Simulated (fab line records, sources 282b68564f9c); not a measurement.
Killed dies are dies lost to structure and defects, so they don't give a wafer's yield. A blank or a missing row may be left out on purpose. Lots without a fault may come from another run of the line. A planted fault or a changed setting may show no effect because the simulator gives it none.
fab line records | flow rit_cmos
record lots=14 wafers=42 last_day=7
route steps=202 shown REOX@101
lots that met no fault: from a run of the same line without faults
start_h: hours from the record's first day to the start of the lot's first wafer shown | wait_h: hours since the lot's step before | " the same as in the row above | L1.1+2: a row that stands for several wafers | - no value, or no start given | * or withheld: withheld | < > ~ a bound
route shown NAME@n: a module of which the file shows steps, and the number in the route of the first | usual: mean/standard deviation of fault-free wafers | same: alike in all rows | chamber/n: place in a boat | sites: the reading at each site | _std_site: their standard deviation | _edge_site: outer sites' mean less inner sites' | radius_mm: how far each site lies from the wafer's centre | mask NAME#n: copy n | behind: the tool/chamber that last shaped the wafer | hold: why the lot was held/for how many hours/how that ended | device: the transistor (n, p or np) that didn't switch | end of line: the same wafers' tests at the end of the route | a step without rows: its recipe alone | killed: dies lost to structure and defects at the first sort, not the wafer's yield | map: a wafer's dies, x killed, . not, _ none there
set.NAME: the setting as run; set.NAME@STEP: as run at that earlier step | model.NAME: the simulator's own value behind a step, which no gauge read
steps of the route over a sample of lots; a table a step, a row a wafer
services: from which hour (start_h, from the record's first day; less than 0 if before it) a tool's chamber was out of use, for how many hours, and why
## steps
# step RIT_REOX_OXIDATION_03
# recipe temp_c=900 ambient=O2 target_thk_a=252 ox_time_s=5580
# usual spike_tc_centre_C=902.4/1.4 spike_tc_load_C=924.1/1 spike_tc_source_C=923/3.5 tube_center_temp_C=900/0.083 tube_center_temp_C_max=902.4/0.38
# columns lot.wafer tool chamber start_h wait_h spike_tc_centre_C spike_tc_load_C spike_tc_source_C tube_center_temp_C tube_center_temp_C_max
L357.4 furnace-02 0 37.93 0.8 903.1 923.4 924 900.06 902.4
L357.5 " 0 " " 902.1 922.8 925 899.91 903.1
L357.6 " 0 " " 903.6 924.7 924 899.98 903.2
L358.2 furnace-02 0 44.39 0.0 904.5 925.0 924 900 902.7
L358.5 " 0 " " 903.4 923.6 924 899.98 902.1
L358.6 " 0 " " 903.5 922.7 924 899.88 902.5
L359.2 furnace-02 0 48.25 0.6 902.2 924.9 924 900.05 902.4
L359.4 " 0 " " 903.2 924.0 924 900.05 902.2
L359.5 " 0 " " 904.6 925.3 923 899.99 901.7
L360.1 furnace-02 0 52.57 0.0 902.9 923.3 926 899.98 902.0
L360.5 " 0 " " 904.1 922.7 925 900.01 902.1
L360.6 " 0 " " 904.2 923.0 924 900.1 902.5
L361.1 furnace-02 0 59.10 0.0 905.1 924.1 925 899.9 902.1
L361.4 " 0 " " 903.4 924.0 924 899.94 902.4
L361.6 " 0 " " 903.6 922.6 924 899.88 901.7
L362.1 furnace-02 0 67.55 0.5 916.8 937.6 938 915.1 917.6
L362.4 " 0 " " 918.5 941.6 938 915.05 917.0
L362.6 " 0 " " 919.1 939.4 938 915.12 917.2
L365.1 furnace-03 0 82.13 0.0 900.8 923.5 917 900 902.2
L365.3 " 0 " " 899.6 925.0 916 899.88 902.3
L365.4 " 0 " " 899.4 924.8 919 899.91 902.2
L366.1 furnace-02 0 84.27 0.0 919.3 939.0 940 914.94 917.0
L366.2 " 0 " " 919.3 939.1 939 915.03 917.4
L366.6 " 0 " " 918.8 940.6 939 914.95 917.8
L372.1 furnace-01 0 116.55 0.2 902.1 923.8 926 900.09 902.6
L372.2 " 0 " " 901.4 925.1 924 900.08 902.4
L372.5 " 0 " " 901.2 923.2 927 899.98 902.4
L375.2 furnace-01 0 130.41 1.3 900.9 925.5 924 900.06 902.8
L375.4 " 0 " " 901.5 923.5 927 900.09 902.8
L375.5 " 0 " " 902.4 924.2 925 900 901.9
L377.1 furnace-01 0 143.24 0.0 901.4 923.1 928 900.01 902.4
L377.2 " 0 " " 902.0 924.2 927 899.97 901.9
L377.3 " 0 " " 900.4 923.6 925 899.88 901.9
L378.2 furnace-01 0 145.94 0.0 901.9 923.6 926 899.89 902.4
L378.3 " 0 " " 900.8 923.7 925 900.03 902.8
L378.6 " 0 " " 902.1 924.4 928 900.19 902.6
L379.1 furnace-02 0 152.28 0.0 902.6 923.5 924 899.94 902.2
L379.2 " 0 " " 902.8 923.8 924 899.93 902.1
L379.5 " 0 " " 901.6 923.4 925 899.99 902.4
L380.1 furnace-01 0 157.72 0.0 903.5 922.3 924 900.05 902.5
L380.2 " 0 " " 901.5 923.1 924 899.95 902.2
L380.4 " 0 " " 902.1 924.4 926 900.1 901.9
# step RIT_REOX_THK_MEAS_04
# recipe reads=SiO2_of_REOX_OXIDATION_03
# usual REOX_OXIDE_THK=25.4/0.39
# columns lot.wafer tool chamber start_h wait_h REOX_OXIDE_THK[nm]
L357.4 film_metro-01 - 40.51 0.0 25.5
L357.5 " - " " 25.8
L357.6 " - " " 25.5
L358.2 film_metro-02 - 46.95 0.0 25.8
L358.5 " - " " 26.0
L358.6 " - " " 26.2
L359.2 film_metro-02 - 50.81 0.0 25.1
L359.4 " - " " 24.9
L359.5 " - " " 25.1
L360.1 film_metro-02 - 55.12 0.0 25.1
L360.5 " - " " 25.1
L360.6 " - " " 25.5
L361.1 film_metro-01 - 61.65 0.0 25.9
L361.4 " - " " 25.8
L361.6 " - " " 25.7
L362.1 film_metro-01 - 70.10 0.0 29.6
L362.4 " - " " 29.7
L362.6 " - " " 29.7
L365.1 film_metro-01 - 84.68 0.0 25.7
L365.3 " - " " 25.7
L365.4 " - " " 25.8
L366.1 film_metro-01 - 86.82 0.0 28.9
L366.2 " - " " 29.7
L366.6 " - " " 28.9
L372.1 film_metro-01 - 119.10 0.0 25.7
L372.2 " - " " 25.5
L372.5 " - " " 25.9
L375.2 film_metro-02 - 132.97 0.0 25.6
L375.4 " - " " 24.9
L375.5 " - " " 25.2
L377.1 film_metro-01 - 145.79 0.0 25.4
L377.2 " - " " 25.1
L377.3 " - " " 24.7
L378.2 film_metro-03 - 148.50 0.0 24.9
L378.3 " - " " 24.7
L378.6 " - " " 24.7
L379.1 film_metro-02 - 154.83 0.0 25.8
L379.2 " - " " 25.6
L379.5 " - " " 25.5
L380.1 film_metro-02 - 160.27 0.0 25.5
L380.2 " - " " 25.3
L380.4 " - " " 25.3
## services
# columns tool chamber start_h hours kind
furnace-02 - 33.98 2.6 pm
furnace-03 - 47.44 3.1 pm
furnace-01 - 60.24 14.8 pm
furnace-01 - 83.45 11.7 repair
furnace-01 - 105.92 3.1 pm
furnace-01 - 119.88 4.6 pm
furnace-03 - 153.76 2.9 pm
## key
first_sign step=RIT_REOX_OXIDATION_03 reading=tube_center_temp_C direction=up sigmas=99+ usual=* struck=*
effect step=RIT_REOX_OXIDATION_03 reading=tube_center_temp_C_max direction=up sigmas=39 usual=* struck=*
effect step=RIT_REOX_THK_MEAS_04 reading=REOX_OXIDE_THK direction=up sigmas=10 usual=25.4 struck=29.4
met_at RIT_REOX_OXIDATION_03
struck_lots L362,L366
tester_left_out L362,L366
onset_between 59.10 67.55
fault kind=process_parameter_drift tool=furnace-02 chamber=- onset_h=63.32 steps=RIT_REOX_OXIDATION_03 channel=temp_c offset=* shape=step end_h=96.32 acts_in=* stated=*
# tester_left_out: of these lots the tester's yield and bins aren't shown, on N5 and GAA mostly nor the transistor test; their killed dies are dies lost to structure and defects alone, not to doping, threshold or leakage, so they don't give the yield
